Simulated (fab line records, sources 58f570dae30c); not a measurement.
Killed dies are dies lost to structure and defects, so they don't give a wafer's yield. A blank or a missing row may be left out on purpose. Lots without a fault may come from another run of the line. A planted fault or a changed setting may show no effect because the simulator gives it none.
fab line records | flow berkeley_cmos170
record lots=5 wafers=15 last_day=12
route steps=331 shown GATE@144 PLDD@145 NLDD@158 SPACER@171 PSD@175
lots that met no fault: from a run of the same line without faults
start_h: hours from the record's first day to the start of the lot's first wafer shown | wait_h: hours since the lot's step before | " the same as in the row above | L1.1+2: a row that stands for several wafers | - no value, or no start given | * or withheld: withheld | < > ~ a bound
route shown NAME@n: a module of which the file shows steps, and the number in the route of the first | usual: mean/standard deviation of fault-free wafers | same: alike in all rows | chamber/n: place in a boat | sites: the reading at each site | _std_site: their standard deviation | _edge_site: outer sites' mean less inner sites' | radius_mm: how far each site lies from the wafer's centre | mask NAME#n: copy n | behind: the tool/chamber that last shaped the wafer | hold: why the lot was held/for how many hours/how that ended | device: the transistor (n, p or np) that didn't switch | end of line: the same wafers' tests at the end of the route | a step without rows: its recipe alone | killed: dies lost to structure and defects at the first sort, not the wafer's yield | map: a wafer's dies, x killed, . not, _ none there
set.NAME: the setting as run; set.NAME@STEP: as run at that earlier step | model.NAME: the simulator's own value behind a step, which no gauge read
lots at some steps of the route; a table a step, a row a wafer
services: from which hour (start_h, from the record's first day; less than 0 if before it) a tool's chamber was out of use, for how many hours, and why
## steps
# step UCB170_GATE_CLEAN_17
# recipe chemistry=SPM temp_c=120 time_s=600
# usual bath_guard_temp_C=120.4/0.5
# columns lot.wafer tool chamber start_h wait_h bath_guard_temp_C
L075.1 wet_bench-01 2 128.73 0.1 120.6
L075.3 " 2 " " 120.6
L075.4 " 2 " " 120.3
L079.2 wet_bench-04 2 150.89 0.1 119.5
L079.5 " 2 " " 119.5
L079.6 " 2 " " 120.0
L080.1 wet_bench-01 3 159.91 0.1 120.6
L080.3 " 3 " " 120.9
L080.6 " 3 " " 121.2
L089.4 wet_bench-01 0 208.01 0.2 120.0
L089.5 " 0 " " 120.0
L089.6 " 0 " " 119.6
L095.1 wet_bench-01 3 243.84 0.1 120.6
L095.5 " 3 " " 120.6
L095.6 " 3 " " 121.0
# step UCB170_PLDD_HMDS_00
# recipe prime_time_s=60 prime_temp_c=100
# columns lot.wafer tool chamber start_h wait_h
L075.1+3+4 litho_track-03 0 128.91 0.0
L079.2+5+6 litho_track-04 0 151.09 0.0
L080.1+3+6 litho_track-03 0 160.09 0.0
L089.4+5+6 litho_track-03 0 208.26 0.1
L095.1+5+6 litho_track-03 0 244.01 0.0
# step UCB170_PLDD_COAT_01
# recipe resist=KrF spin_rpm=1500 resist_thk_nm=900
# columns lot.wafer tool chamber start_h wait_h
L075.1+3+4 litho_track-03 0 129.06 0.1
L079.2+5+6 litho_track-04 0 151.24 0.1
L080.1+3+6 litho_track-03 0 160.24 0.1
L089.4+5+6 litho_track-03 0 208.41 0.1
L095.1+5+6 litho_track-03 0 244.16 0.1
# step UCB170_PLDD_SOFTBAKE_02
# recipe resist=KrF temp_c=130 time_s=60
# columns lot.wafer tool chamber start_h wait_h
L075.1+3+4 litho_track-03 0 129.21 0.1
L079.2+5+6 litho_track-04 0 151.39 0.1
L080.1+3+6 litho_track-03 0 160.39 0.1
L089.4+5+6 litho_track-03 0 208.56 0.1
L095.1+5+6 litho_track-03 0 244.31 0.1
# step UCB170_PLDD_EXPOSE_03
# recipe mask_id=PSELECT na=0.5 sigma_outer=0.6 source_shape=conventional target_cd_nm=1200 dose_mj=30
# columns lot.wafer tool chamber start_h wait_h mask
L075.1+3+4 krf_scanner-01 0 129.48 0.2 PSELECT#0
L079.2+5+6 krf_scanner-02 0 151.53 0.1 PSELECT#0
L080.1+3+6 krf_scanner-02 0 160.66 0.2 PSELECT#0
L089.4+5+6 krf_scanner-02 0 208.69 0.1 PSELECT#0
L095.1+5+6 krf_scanner-01 0 244.46 0.1 PSELECT#0
# step UCB170_PLDD_PEB_04
# recipe peb_temp_c=130 peb_time_s=withheld resist=KrF
# columns lot.wafer tool chamber start_h wait_h
L075.1+3+4 litho_track-03 0 129.60 0.1
L079.2+5+6 litho_track-01 0 151.66 0.1
L080.1+3+6 litho_track-01 0 160.78 0.1
L089.4+5+6 litho_track-01 0 208.83 0.1
L095.1+5+6 litho_track-01 0 245.49 1.0
# step UCB170_PLDD_DEVELOP_05
# recipe developer=TMAH develop_time_s=45 resist=KrF dev_temp_c=21
# columns lot.wafer tool chamber start_h wait_h
L075.1+3+4 litho_track-03 0 - -
L079.2+5+6 litho_track-01 0 - -
L080.1+3+6 litho_track-01 0 - -
L089.4+5+6 litho_track-01 0 - -
L095.1+5+6 litho_track-01 0 - -
# step UCB170_PLDD_CD_MEAS_06
# recipe target_cd_nm=1200
# usual cd_nm=1200.3/1.4
# columns lot.wafer tool chamber start_h wait_h cd_nm
L075.1 cd_sem-01 - 129.87 - 1201.3
L075.3 " - " " 1202.5
L075.4 " - " " 1201.9
L079.2 cd_sem-02 - 151.99 - 1200.0
L079.5 " - " " 1200.0
L079.6 " - " " 1199.4
L080.1 cd_sem-02 - 161.05 - 1200.9
L080.3 " - " " 1199.8
L080.6 " - " " 1198.0
L089.4 cd_sem-02 - 209.09 - 1198.5
L089.5 " - " " 1200.1
L089.6 " - " " 1199.2
L095.1 cd_sem-01 - 245.77 - 1204.4
L095.5 " - " " 1203.2
L095.6 " - " " 1202.7
# step UCB170_PLDD_OVL_MEAS_07
# usual PLDD_OVL=-4/5
# columns lot.wafer tool chamber start_h wait_h PLDD_OVL[nm]
L075.1 overlay-01 - 129.99 0.1 -1
L075.3 " - " " -7
L075.4 " - " " -4
L079.2 overlay-02 - 152.09 0.1 -7
L079.5 " - " " -5
L079.6 " - " " -5
L080.1 overlay-01 - 161.17 0.1 -5
L080.3 " - " " 2
L080.6 " - " " -1
L089.4 overlay-02 - 209.17 0.1 -10
L089.5 " - " " -10
L089.6 " - " " -19
L095.1 overlay-01 - 245.89 0.1 5
L095.5 " - " " -2
L095.6 " - " " 7
# step UCB170_PLDD_IMPLANT_08
# recipe species=BF2 dose_cm2=5e+13 energy_kev=10 tilt_deg=7 rotation_deg=0
# usual beam_energy_keV=10.000/0.0032 beam_on_s=10.00/0.2 end_station_pressure_torr=5.11e-06/2.4e-07
# columns lot.wafer tool chamber start_h wait_h beam_energy_keV beam_on_s end_station_pressure_torr
L075.1 implanter-03 0 130.03 0.0 9.996 9.94 5.07e-06
L075.3 " 0 " " 9.999 10.12 5.26e-06
L075.4 " 0 " " 9.998 9.77 5.32e-06
L079.2 implanter-01 0 152.15 0.0 9.997 9.72 4.76e-06
L079.5 " 0 " " 10.005 9.95 5.17e-06
L079.6 " 0 " " 10.003 9.79 5.73e-06
L080.1 implanter-01 0 161.21 0.0 9.998 10.15 4.54e-06
L080.3 " 0 " " 9.997 10.11 5.51e-06
L080.6 " 0 " " 9.996 9.97 5.03e-06
L089.4 implanter-03 0 209.26 0.1 9.995 9.86 4.94e-06
L089.5 " 0 " " 10.000 10.02 5.32e-06
L089.6 " 0 " " 9.994 10.18 5.29e-06
L095.1 implanter-01 0 245.92 0.0 9.997 10.11 4.55e-06
L095.5 " 0 " " 9.997 9.94 5.44e-06
L095.6 " 0 " " 10.001 9.67 4.95e-06
# step UCB170_PLDD_IMPLANT_09
# recipe species=BF2 dose_cm2=5e+13 energy_kev=10 tilt_deg=7 rotation_deg=180
# usual beam_energy_keV=10.001/0.0033 beam_on_s=10.00/0.21 end_station_pressure_torr=5.13e-06/2.9e-07
# columns lot.wafer tool chamber start_h wait_h beam_energy_keV beam_on_s end_station_pressure_torr
L075.1 implanter-03 0 130.18 0.1 10.007 10.27 4.9e-06
L075.3 " 0 " " 10.006 9.61 5.36e-06
L075.4 " 0 " " 10.007 10.13 5.12e-06
L079.2 implanter-01 0 152.30 0.1 10.004 9.85 4.88e-06
L079.5 " 0 " " 10.007 9.74 5.38e-06
L079.6 " 0 " " 10.007 9.77 4.89e-06
L080.1 implanter-01 0 161.36 0.1 9.998 10.51 5.22e-06
L080.3 " 0 " " 9.994 9.91 5.25e-06
L080.6 " 0 " " 10.002 9.94 5.39e-06
L089.4 implanter-03 0 209.41 0.1 9.995 9.96 5.42e-06
L089.5 " 0 " " 9.999 9.97 5.41e-06
L089.6 " 0 " " 10.001 10.23 4.8e-06
L095.1 implanter-01 0 246.07 0.1 10.005 9.75 5.18e-06
L095.5 " 0 " " 10.003 9.66 5.23e-06
L095.6 " 0 " " 10.002 10.81 5.29e-06
# step UCB170_PLDD_STRIP_10
# recipe chemistry=O2 power_w=400 pressure_mtorr=3500 platen_temp_c=withheld o2_flow_sccm=400 overash_fraction=0.5
# usual drypump_motor_current_A=5.9/0.38 oes_product_au=0.734/0.0044 strip_time_to_endpoint_s=21.63/0.054
# same overash_fraction=0.5
# columns lot.wafer tool chamber start_h wait_h drypump_motor_current_A oes_product_au rf_hours_counter_h strip_time_to_endpoint_s
L075.1 plasma_asher-01 0 130.33 0.1 6.1 0.737 44 21.75
L075.3 " 1 " " 6.3 0.731 - 21.73
L075.4 " 0 " " 6.1 0.729 - 21.75
L079.2 plasma_asher-02 1 152.42 0.1 5.5 0.737 34 21.57
L079.5 " 1 " " 5.5 0.726 - 21.63
L079.6 " 0 " " 5.8 0.740 - 21.56
L080.1 plasma_asher-01 0 161.51 0.1 6.1 0.730 47 21.62
L080.3 " 1 " " 6.3 0.736 - 21.63
L080.6 " 0 " " 6.1 0.738 - 21.62
L089.4 plasma_asher-01 1 209.52 0.1 6.3 0.733 - 21.66
L089.5 " 1 " " 6.3 0.737 - 21.62
L089.6 " 0 " " 6.1 0.734 - 21.63
L095.1 plasma_asher-01 1 246.22 0.1 6.3 0.741 56 21.61
L095.5 " 0 " " 6.1 0.731 - 21.60
L095.6 " 1 " " 6.3 0.732 - 21.63
# step UCB170_PLDD_TW_MEAS_11
# usual PLDD_TW=1008/8.4
# columns lot.wafer tool chamber start_h wait_h PLDD_TW
L075.1 film_metro-01 - 130.43 0.1 1017
L075.3 " - " " 1023
L075.4 " - " " 1015
L079.2 film_metro-03 - 152.53 0.1 999
L079.5 " - " " 999
L079.6 " - " " 997
L080.1 film_metro-03 - 161.61 0.1 997
L080.3 " - " " 1002
L080.6 " - " " 1001
L089.4 film_metro-01 - 209.61 0.1 1015
L089.5 " - " " 1014
L089.6 " - " " 1014
L095.1 film_metro-03 - 246.32 0.1 1003
L095.5 " - " " 1005
L095.6 " - " " 1009
# step UCB170_PLDD_CLEAN_12
# recipe chemistry=SPM temp_c=120 time_s=600
# usual bath_guard_temp_C=120.4/0.51
# columns lot.wafer tool chamber start_h wait_h bath_guard_temp_C
L075.1 wet_bench-01 1 130.58 0.1 119.7
L075.3 " 1 " " 120.5
L075.4 " 1 " " 120.6
L079.2 wet_bench-02 0 152.58 0.0 120.5
L079.5 " 0 " " 120.8
L079.6 " 0 " " 120.3
L080.1 wet_bench-02 3 161.67 0.1 119.7
L080.3 " 3 " " 119.2
L080.6 " 3 " " 119.2
L089.4 wet_bench-03 3 209.64 0.0 119.9
L089.5 " 3 " " 119.9
L089.6 " 3 " " 119.6
L095.1 wet_bench-02 0 246.38 0.1 120.3
L095.5 " 0 " " 120.4
L095.6 " 0 " " 120.7
# step UCB170_NLDD_HMDS_00
# recipe prime_time_s=60 prime_temp_c=100
# columns lot.wafer tool chamber start_h wait_h
L075.1+3+4 litho_track-02 0 130.76 0.0
L079.2+5+6 litho_track-01 0 152.78 0.0
L080.1+3+6 litho_track-01 0 162.05 0.2
L089.4+5+6 litho_track-01 0 209.89 0.1
L095.1+5+6 litho_track-01 0 246.77 0.2
# step UCB170_NLDD_COAT_01
# recipe resist=KrF spin_rpm=1500 resist_thk_nm=900
# columns lot.wafer tool chamber start_h wait_h
L075.1+3+4 litho_track-02 0 130.91 0.1
L079.2+5+6 litho_track-01 0 152.93 0.1
L080.1+3+6 litho_track-01 0 162.20 0.1
L089.4+5+6 litho_track-01 0 210.04 0.1
L095.1+5+6 litho_track-01 0 246.92 0.1
# step UCB170_NLDD_SOFTBAKE_02
# recipe resist=KrF temp_c=130 time_s=60
# columns lot.wafer tool chamber start_h wait_h
L075.1+3+4 litho_track-02 0 131.06 0.1
L079.2+5+6 litho_track-01 0 153.08 0.1
L080.1+3+6 litho_track-01 0 162.35 0.1
L089.4+5+6 litho_track-01 0 210.19 0.1
L095.1+5+6 litho_track-01 0 247.07 0.1
# step UCB170_NLDD_EXPOSE_03
# recipe mask_id=NSELECT na=0.5 sigma_outer=0.6 source_shape=conventional target_cd_nm=1200 dose_mj=30
# columns lot.wafer tool chamber start_h wait_h mask
L075.1+3+4 krf_scanner-01 0 131.21 0.1 NSELECT#0
L079.2+5+6 krf_scanner-02 0 153.23 0.1 NSELECT#0
L080.1+3+6 krf_scanner-01 0 162.63 0.2 NSELECT#0
L089.4+5+6 krf_scanner-02 0 210.45 0.2 NSELECT#0
L095.1+5+6 krf_scanner-01 0 247.34 0.2 NSELECT#0
# step UCB170_NLDD_PEB_04
# recipe peb_temp_c=130 peb_time_s=withheld resist=KrF
# columns lot.wafer tool chamber start_h wait_h
L075.1+3+4 litho_track-01 0 131.44 0.2
L079.2+5+6 litho_track-02 0 153.35 0.1
L080.1+3+6 litho_track-01 0 162.74 0.1
L089.4+5+6 litho_track-02 0 210.60 0.1
L095.1+5+6 litho_track-02 0 247.61 0.3
# step UCB170_NLDD_DEVELOP_05
# recipe developer=TMAH develop_time_s=45 resist=KrF dev_temp_c=21
# columns lot.wafer tool chamber start_h wait_h
L075.1+3+4 litho_track-01 0 - -
L079.2+5+6 litho_track-02 0 - -
L080.1+3+6 litho_track-01 0 - -
L089.4+5+6 litho_track-02 0 - -
L095.1+5+6 litho_track-02 0 - -
# step UCB170_NLDD_CD_MEAS_06
# recipe target_cd_nm=1200
# usual cd_nm=1199.9/1.6
# columns lot.wafer tool chamber start_h wait_h cd_nm
L075.1 cd_sem-01 - 131.72 - 1203.4
L075.3 " - " " 1202.2
L075.4 " - " " 1204.1
L079.2 cd_sem-02 - 153.62 - 1199.7
L079.5 " - " " 1200.2
L079.6 " - " " 1200.3
L080.1 cd_sem-02 - 163.11 - 1195.3
L080.3 " - " " 1197.1
L080.6 " - " " 1196.6
L089.4 cd_sem-02 - 210.86 - 1199.5
L089.5 " - " " 1200.7
L089.6 " - " " 1200.3
L095.1 cd_sem-01 - 247.89 - 1200.1
L095.5 " - " " 1199.4
L095.6 " - " " 1201.4
# step UCB170_NLDD_OVL_MEAS_07
# usual NLDD_OVL=-4/4.6
# columns lot.wafer tool chamber start_h wait_h NLDD_OVL[nm]
L075.1 overlay-02 - 131.84 0.1 6
L075.3 " - " " -5
L075.4 " - " " -3
L079.2 overlay-01 - 153.73 0.1 -6
L079.5 " - " " -2
L079.6 " - " " -9
L080.1 overlay-02 - 163.23 0.1 1
L080.3 " - " " 3
L080.6 " - " " -8
L089.4 overlay-02 - 210.94 0.1 -3
L089.5 " - " " -10
L089.6 " - " " -11
L095.1 overlay-01 - 248.01 0.1 0
L095.5 " - " " 2
L095.6 " - " " 4
# step UCB170_NLDD_IMPLANT_08
# recipe species=As dose_cm2=5e+13 energy_kev=30 tilt_deg=7 rotation_deg=0
# usual beam_energy_keV=30.000/0.01 beam_on_s=10.01/0.2 end_station_pressure_torr=5.11e-06/2.6e-07
# columns lot.wafer tool chamber start_h wait_h beam_energy_keV beam_on_s end_station_pressure_torr
L075.1 implanter-01 0 131.88 0.0 30.005 9.99 5.29e-06
L075.3 " 0 " " 30.010 9.73 5.16e-06
L075.4 " 0 " " 30.001 9.65 4.93e-06
L079.2 implanter-02 0 153.78 0.0 30.022 9.95 5.24e-06
L079.5 " 0 " " 30.009 10.06 4.99e-06
L079.6 " 0 " " 30.021 9.81 5.12e-06
L080.1 implanter-04 0 163.26 0.0 30.003 10.16 5.07e-06
L080.3 " 0 " " 30.002 10.02 5.35e-06
L080.6 " 0 " " 30.009 10.11 5.03e-06
L089.4 implanter-01 0 211.03 0.1 30.003 10.07 5.22e-06
L089.5 " 0 " " 30.003 9.99 4.88e-06
L089.6 " 0 " " 30.024 10.15 5.64e-06
L095.1 implanter-04 0 248.04 0.0 29.989 9.68 5.51e-06
L095.5 " 0 " " 29.984 9.92 5.39e-06
L095.6 " 0 " " 30.002 10.15 5.19e-06
# step UCB170_NLDD_IMPLANT_09
# recipe species=As dose_cm2=5e+13 energy_kev=30 tilt_deg=7 rotation_deg=180
# usual beam_energy_keV=30.001/0.0093 beam_on_s=10.00/0.21 end_station_pressure_torr=5.14e-06/2.7e-07
# columns lot.wafer tool chamber start_h wait_h beam_energy_keV beam_on_s end_station_pressure_torr
L075.1 implanter-01 0 132.03 0.1 29.975 10.13 5.27e-06
L075.3 " 0 " " 29.986 9.68 4.88e-06
L075.4 " 0 " " 29.975 10.11 5.11e-06
L079.2 implanter-02 0 153.93 0.1 30.000 10.16 5.33e-06
L079.5 " 0 " " 30.007 10.26 5.19e-06
L079.6 " 0 " " 30.010 10.03 4.9e-06
L080.1 implanter-04 0 163.41 0.1 30.019 9.97 5.05e-06
L080.3 " 0 " " 30.008 9.65 4.84e-06
L080.6 " 0 " " 30.012 9.79 5.44e-06
L089.4 implanter-01 0 211.18 0.1 30.001 10.26 5.06e-06
L089.5 " 0 " " 29.999 9.94 5.54e-06
L089.6 " 0 " " 30.005 10.16 5.52e-06
L095.1 implanter-04 0 248.19 0.1 29.996 10.16 5.32e-06
L095.5 " 0 " " 29.987 9.96 4.89e-06
L095.6 " 0 " " 30.000 10.18 5.34e-06
# step UCB170_NLDD_STRIP_10
# recipe chemistry=O2 power_w=400 pressure_mtorr=3500 platen_temp_c=withheld o2_flow_sccm=400 overash_fraction=0.5
# usual drypump_motor_current_A=5.8/0.43 oes_product_au=0.734/0.0046 strip_time_to_endpoint_s=21.62/0.062
# same overash_fraction=0.5
# columns lot.wafer tool chamber start_h wait_h drypump_motor_current_A oes_product_au rf_hours_counter_h strip_time_to_endpoint_s
L075.1 plasma_asher-02 0 132.18 0.1 5.8 0.732 32 21.52
L075.3 " 0 " " 5.8 0.729 - 21.58
L075.4 " 1 " " 5.5 0.738 - 21.49
L079.2 plasma_asher-02 0 154.06 0.1 5.8 0.734 34 21.59
L079.5 " 0 " " 5.8 0.734 - 21.62
L079.6 " 1 " " 5.5 0.730 - 21.65
L080.1 plasma_asher-04 1 163.56 0.1 6.4 0.727 48 21.65
L080.3 " 0 " " 5.3 0.727 - 21.62
L080.6 " 0 " " 5.3 0.731 - 21.48
L089.4 plasma_asher-03 1 211.29 0.1 5.5 0.729 - 21.70
L089.5 " 0 " " 6.3 0.734 - 21.69
L089.6 " 1 " " 5.5 0.730 - 21.77
L095.1 plasma_asher-03 0 248.34 0.1 6.3 0.731 13 21.61
L095.5 " 0 " " 6.3 0.728 - 21.59
L095.6 " 1 " " 5.5 0.737 - 21.71
# step UCB170_NLDD_TW_MEAS_11
# usual NLDD_TW=2212/17
# columns lot.wafer tool chamber start_h wait_h NLDD_TW
L075.1 film_metro-03 - 132.28 0.1 2207
L075.3 " - " " 2230
L075.4 " - " " 2226
L079.2 film_metro-02 - 154.17 0.1 2201
L079.5 " - " " 2188
L079.6 " - " " 2210
L080.1 film_metro-01 - 163.66 0.1 2225
L080.3 " - " " 2224
L080.6 " - " " 2230
L089.4 film_metro-03 - 211.38 0.1 2200
L089.5 " - " " 2219
L089.6 " - " " 2217
L095.1 film_metro-03 - 248.44 0.1 2204
L095.5 " - " " 2200
L095.6 " - " " 2205
# step UCB170_NLDD_CLEAN_12
# recipe chemistry=SPM temp_c=120 time_s=600
# usual bath_guard_temp_C=120.1/0.58
# columns lot.wafer tool chamber start_h wait_h bath_guard_temp_C
L075.1 wet_bench-04 3 132.34 0.1 119.6
L075.3 " 3 " " 119.4
L075.4 " 3 " " 119.9
L079.2 wet_bench-04 1 155.90 1.7 119.2
L079.5 " 1 " " 119.5
L079.6 " 1 " " 119.3
L080.1 wet_bench-03 1 163.75 0.1 121.3
L080.3 " 1 " " 121.1
L080.6 " 1 " " 121.3
L089.4 wet_bench-01 3 211.41 0.0 121.0
L089.5 " 3 " " 120.8
L089.6 " 3 " " 121.0
L095.1 wet_bench-04 2 248.50 0.1 119.4
L095.5 " 2 " " 119.3
L095.6 " 2 " " 119.7
# step UCB170_SPACER_CVD_00
# recipe material=SiO2 target_thk_nm=376 temp_c=390 precursor=TEOS/O2 time_s=47 rf_w=550 pressure_mtorr=9000
# usual heater_power_w=265/47
# columns lot.wafer tool chamber start_h wait_h heater_power_w
L075.1 pecvd-01 0 132.53 0.0 230
L075.3 " 2 " " 303
L075.4 " 0 " " 249
L079.2 pecvd-03 1 156.07 0.0 265
L079.5 " 1 " " 289
L079.6 " 0 " " 330
L080.1 pecvd-01 2 163.92 0.0 313
L080.3 " 1 " " 267
L080.6 " 2 " " 322
L089.4 pecvd-03 0 211.63 0.0 242
L089.5 " 2 " " 223
L089.6 " 1 " " 275
L095.1 pecvd-01 1 248.68 0.0 292
L095.5 " 0 " " 273
L095.6 " 1 " " 320
# step UCB170_SPACER_THK_MEAS_01
# recipe reads=SiO2_of_SPACER_CVD_00
# usual SPACER_TEOS_THK=375/5.2
# columns lot.wafer tool chamber start_h wait_h SPACER_TEOS_THK[nm]
L075.1 film_metro-02 - 132.57 0.0 374
L075.3 " - " " 365
L075.4 " - " " 374
L079.2 film_metro-02 - 156.12 0.0 375
L079.5 " - " " 379
L079.6 " - " " 375
L080.1 film_metro-03 - 163.97 0.0 381
L080.3 " - " " 378
L080.6 " - " " 382
L089.4 film_metro-03 - 211.68 0.0 378
L089.5 " - " " 372
L089.6 " - " " 385
L095.1 film_metro-02 - 248.74 0.0 373
L095.5 " - " " 384
L095.6 " - " " 381
# step UCB170_SPACER_ANNEAL_02
# recipe temp_c=900 time_s=1800 ambient=N2
# columns lot.wafer tool chamber start_h wait_h
L075.1+3+4 furnace-01 0 136.36 3.8
L079.2+5+6 furnace-03 0 159.32 3.2
L080.1+3+6 furnace-02 0 167.08 3.1
L089.4+5+6 furnace-03 0 214.67 3.0
L095.1+5+6 furnace-03 0 252.55 3.8
# step UCB170_SPACER_ETCHBACK_03
# recipe stop_on=Si target=SiO2 chemistry=CHF3/CF4/Ar CHF3_flow_sccm=50 cf4_flow_sccm=10 Ar_flow_sccm=120 pressure_mtorr=200 rf_w=500 target_depth_a=3760 time_s=100
# usual drypump_motor_current_A=5.6/0.5 oes_product_au=0.898/0.018 throttle_valve_pct=6.41/0.098
# columns lot.wafer tool chamber start_h wait_h drypump_motor_current_A oes_product_au rf_hours_counter_h throttle_valve_pct
L075.1 rie_diel-03 1 137.86 0.0 5.3 0.896 151 6.43
L075.3 " 0 " " 5.9 0.878 96 6.46
L075.4 " 2 " " 5.5 0.911 148 6.38
L079.2 rie_diel-04 0 160.82 0.0 5.4 0.872 30 6.57
L079.5 " 2 " " 5.8 0.915 - 6.65
L079.6 " 1 " " 6.3 0.879 - 6.44
L080.1 rie_diel-03 2 168.58 0.0 5.5 0.921 149 6.40
L080.3 " 1 " " 5.3 0.919 152 6.43
L080.6 " 1 " " 5.3 0.919 - 6.44
L089.4 rie_diel-03 0 216.20 0.0 5.9 0.895 - 6.45
L089.5 " 1 " " 5.3 0.902 - 6.43
L089.6 " 3 " " 6.2 0.896 - 6.23
L095.1 rie_diel-03 2 254.05 0.0 5.5 0.897 2 6.38
L095.5 " 0 " " 5.9 0.915 - 6.45
L095.6 " 2 " " 5.5 0.916 - 6.38
# step UCB170_PSD_HMDS_00
# recipe prime_time_s=60 prime_temp_c=100
# columns lot.wafer tool chamber start_h wait_h
L075.1+3+4 litho_track-02 0 138.01 0.1
L079.2+5+6 litho_track-03 0 160.92 0.1
L080.1+3+6 litho_track-03 0 168.65 0.0
L089.4+5+6 litho_track-03 0 216.56 0.3
L095.1+5+6 litho_track-02 0 254.12 0.0
# step UCB170_PSD_COAT_01
# recipe resist=KrF spin_rpm=1500 resist_thk_nm=900
# columns lot.wafer tool chamber start_h wait_h
L075.1+3+4 litho_track-02 0 138.16 0.1
L079.2+5+6 litho_track-03 0 161.07 0.1
L080.1+3+6 litho_track-03 0 168.80 0.1
L089.4+5+6 litho_track-03 0 216.71 0.1
L095.1+5+6 litho_track-02 0 254.27 0.1
# step UCB170_PSD_SOFTBAKE_02
# recipe resist=KrF temp_c=130 time_s=60
# columns lot.wafer tool chamber start_h wait_h
L075.1+3+4 litho_track-02 0 138.31 0.1
L079.2+5+6 litho_track-03 0 161.22 0.1
L080.1+3+6 litho_track-03 0 168.95 0.1
L089.4+5+6 litho_track-03 0 216.86 0.1
L095.1+5+6 litho_track-02 0 254.42 0.1
# step UCB170_PSD_EXPOSE_03
# recipe mask_id=PSELECT_MOD na=0.5 sigma_outer=0.6 source_shape=conventional target_cd_nm=1200 dose_mj=30
# columns lot.wafer tool chamber start_h wait_h mask
L075.1+3+4 krf_scanner-01 0 138.59 0.2 PSELECT_MOD#0
L079.2+5+6 krf_scanner-02 0 161.60 0.4 PSELECT_MOD#0
L080.1+3+6 krf_scanner-02 0 169.10 0.1 PSELECT_MOD#0
L089.4+5+6 krf_scanner-02 0 217.27 0.4 PSELECT_MOD#0
L095.1+5+6 krf_scanner-02 0 254.70 0.2 PSELECT_MOD#0
# step UCB170_PSD_PEB_04
# recipe peb_temp_c=130 peb_time_s=withheld resist=KrF
# columns lot.wafer tool chamber start_h wait_h
L075.1+3+4 litho_track-01 0 138.80 0.2
L079.2+5+6 litho_track-01 0 161.80 0.2
L080.1+3+6 litho_track-02 0 169.29 0.2
L089.4+5+6 litho_track-01 0 217.73 0.4
L095.1+5+6 litho_track-03 0 254.94 0.2
# step UCB170_PSD_DEVELOP_05
# recipe developer=TMAH develop_time_s=45 resist=KrF dev_temp_c=21
# columns lot.wafer tool chamber start_h wait_h
L075.1+3+4 litho_track-01 0 - -
L079.2+5+6 litho_track-01 0 - -
L080.1+3+6 litho_track-02 0 - -
L089.4+5+6 litho_track-01 0 - -
L095.1+5+6 litho_track-03 0 - -
# step UCB170_PSD_CD_MEAS_06
# recipe target_cd_nm=1200
# usual cd_nm=1200.1/1.5
# columns lot.wafer tool chamber start_h wait_h cd_nm
L075.1 cd_sem-01 - 139.08 - 1203.4
L075.3 " - " " 1201.5
L075.4 " - " " 1201.8
L079.2 cd_sem-02 - 162.07 - 1200.4
L079.5 " - " " 1201.1
L079.6 " - " " 1200.8
L080.1 cd_sem-02 - 169.56 - 1200.0
L080.3 " - " " 1201.2
L080.6 " - " " 1200.3
L089.4 cd_sem-02 - 218.05 - 1198.0
L089.5 " - " " 1199.8
L089.6 " - " " 1199.1
L095.1 cd_sem-02 - 255.21 - 1202.2
L095.5 " - " " 1201.5
L095.6 " - " " 1200.7
# step UCB170_PSD_OVL_MEAS_07
# usual PSD_OVL=1/4
# columns lot.wafer tool chamber start_h wait_h PSD_OVL[nm]
L075.1 overlay-01 - 139.20 0.1 -3
L075.3 " - " " 2
L075.4 " - " " 12
L079.2 overlay-02 - 162.18 0.1 9
L079.5 " - " " 9
L079.6 " - " " 5
L080.1 overlay-01 - 169.68 0.1 -5
L080.3 " - " " -6
L080.6 " - " " 1
L089.4 overlay-02 - 218.12 0.1 -3
L089.5 " - " " -2
L089.6 " - " " -2
L095.1 overlay-02 - 255.33 0.1 2
L095.5 " - " " -1
L095.6 " - " " 4
# step UCB170_PSD_IMPLANT_08
# recipe species=B dose_cm2=3e+15 energy_kev=20 tilt_deg=7
# usual beam_energy_keV=19.999/0.0063 beam_on_s=10.05/0.19 end_station_pressure_torr=1.26e-05/6.3e-07
# columns lot.wafer tool chamber start_h wait_h beam_energy_keV beam_on_s end_station_pressure_torr
L075.1 implanter-03 0 139.23 0.0 20.005 10.00 1.23e-05
L075.3 " 0 " " 19.996 10.00 1.25e-05
L075.4 " 0 " " 19.998 10.09 1.28e-05
L079.2 implanter-02 0 162.23 0.0 19.996 10.19 1.23e-05
L079.5 " 0 " " 19.996 10.08 1.21e-05
L079.6 " 0 " " 19.992 10.09 1.24e-05
L080.1 implanter-03 0 169.72 0.0 20.002 9.40 1.29e-05
L080.3 " 0 " " 19.993 10.24 1.33e-05
L080.6 " 0 " " 19.990 9.88 1.2e-05
L089.4 implanter-03 0 218.22 0.1 20.014 10.12 1.28e-05
L089.5 " 0 " " 20.014 10.13 1.22e-05
L089.6 " 0 " " 20.012 10.23 1.11e-05
L095.1 implanter-02 0 255.37 0.0 20.002 10.31 1.29e-05
L095.5 " 0 " " 20.014 9.86 1.31e-05
L095.6 " 0 " " 20.004 9.99 1.16e-05
## services
# columns tool chamber start_h hours kind
implanter-03 - 105.36 5.2 pm
implanter-02 - 106.41 1.3 repair
implanter-04 - 108.71 0.7 repair
plasma_asher-02 - 113.90 3.8 repair
implanter-01 - 117.57 6.3 repair
krf_scanner-01 - 122.71 1.0 repair
pecvd-01 - 133.99 1.5 repair
implanter-04 - 135.84 1.7 repair
implanter-03 - 144.61 1.0 repair
krf_scanner-01 - 150.77 0.8 pm
krf_scanner-02 - 169.68 0.8 pm
krf_scanner-01 - 171.29 1.3 pm
krf_scanner-02 - 172.59 1.3 pm
implanter-01 - 175.71 2.7 pm
krf_scanner-01 - 180.08 0.2 repair
krf_scanner-01 - 186.65 0.7 repair
krf_scanner-02 - 187.32 1.0 pm
krf_scanner-02 - 199.03 0.3 repair
implanter-03 - 218.47 3.0 repair
krf_scanner-01 - 219.16 5.1 repair
krf_scanner-01 - 224.02 0.3 repair
krf_scanner-02 - 228.71 1.7 repair
wet_bench-04 - 233.88 2.7 repair
implanter-03 - 248.38 11.9 repair
## key
fault none
